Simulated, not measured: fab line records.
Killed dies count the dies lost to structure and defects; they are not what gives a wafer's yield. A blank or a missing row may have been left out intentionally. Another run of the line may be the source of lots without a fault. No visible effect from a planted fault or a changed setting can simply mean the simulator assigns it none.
Struck lot and sound lot, side by side -- flow berkeley_cmos170 -- 14 out of 331 route steps
Sound: wafers L750.2, L750.3, L750.6. Wafers L767.1, L767.3, L767.5 were the ones struck. The cause comes at the end.
At each step with rows: each side's tool, then ch and its chambers, then its first start. Under that, the readings that differ: sound wafers -- struck wafers -- difference of the means -- sigmas: that difference in standard deviations of wafers without a fault.
alike: same words and numbers on both sides, and readings whose means sit less than 2 such deviations apart. not compared: any withheld reading, any reading some wafer has no value for, any bound like >300 that may hide the same value, and any number with overlapping values for which the record gives no deviation.
Wherever a step has rows on one side only, a row that says differs or no value, or a row with sigmas, the two part there. Numbers that have no deviation but don't overlap get no sigmas and don't part them. A reading that every wafer of one side lacks parts them only if that side has two wafers or more.

UCB170_PLDD_CD_MEAS_06 targets a cd of 1200 nm.
  sound: cd_sem-01 at day 7 05:06; struck: cd_sem-01 at day 11 01:26
  alike: cd_nm
UCB170_PLDD_OVL_MEAS_07:
  sound: overlay-01 at day 7 05:12; struck: overlay-01 at day 11 01:33
  alike: PLDD_OVL
then, 2 steps without rows for these wafers: UCB170_PLDD_IMPLANT_08; UCB170_PLDD_IMPLANT_09.
UCB170_PLDD_STRIP_10: strips in O2.
  sound on plasma_asher-02 ch 0,1, day 7 05:32; struck on plasma_asher-02 ch 0,1, day 11 01:53
  alike: drypump_motor_current_A, o2_flow_sccm, oes_product_au, strip_time_to_endpoint_s
  not compared: rf_hours_counter_h
UCB170_PLDD_TW_MEAS_11:
  sound: film_metro-03 at day 7 05:38; struck: film_metro-02 at day 11 01:59
reading,sound,struck,difference,sigmas
PLDD_TW,1022 1026 1024,1006 1006 1008,-17,-3
then, 6 steps without rows for these wafers: UCB170_PLDD_CLEAN_12 (cleans in SPM, time 600 s); UCB170_NLDD_HMDS_00 (prime time 60 s); UCB170_NLDD_COAT_01 (resist thk 900 nm); UCB170_NLDD_SOFTBAKE_02 (time 60 s); UCB170_NLDD_EXPOSE_03 (exposes mask NSELECT, target cd 1200 nm); UCB170_NLDD_PEB_04.
UCB170_NLDD_DEVELOP_05: develop time 45 s.
  sound on litho_track-03 ch 0, day 7 07:00; struck on litho_track-01, day 11 03:00
  no value came back on the struck wafers for chill_plate_temp_C (C), develop_time_s (s), resist_line_temp_C (C); on the sound wafers chill_plate_temp_C (C) reads 22.95 22.88 23.03
reading,sound,struck,difference,sigmas
model.KrF_of_NLDD_COAT_01.thk_nm (nm),885.1 884.7 882.5,904.1 903.5 905.2,+20.2,
UCB170_NLDD_CD_MEAS_06 targets a cd of 1200 nm.
  sound: cd_sem-02 at day 7 07:22; struck: cd_sem-02 at day 11 03:41
reading,sound,struck,difference,sigmas
cd_nm (nm),1200.4 1200.3 1199.5,- - -,no value on the struck wafers,

## WHERE THEY PART
Last at UCB170_NLDD_CD_MEAS_06 as far as this record goes, first at UCB170_PLDD_TW_MEAS_11.

WHY: what had been put in by the simulator
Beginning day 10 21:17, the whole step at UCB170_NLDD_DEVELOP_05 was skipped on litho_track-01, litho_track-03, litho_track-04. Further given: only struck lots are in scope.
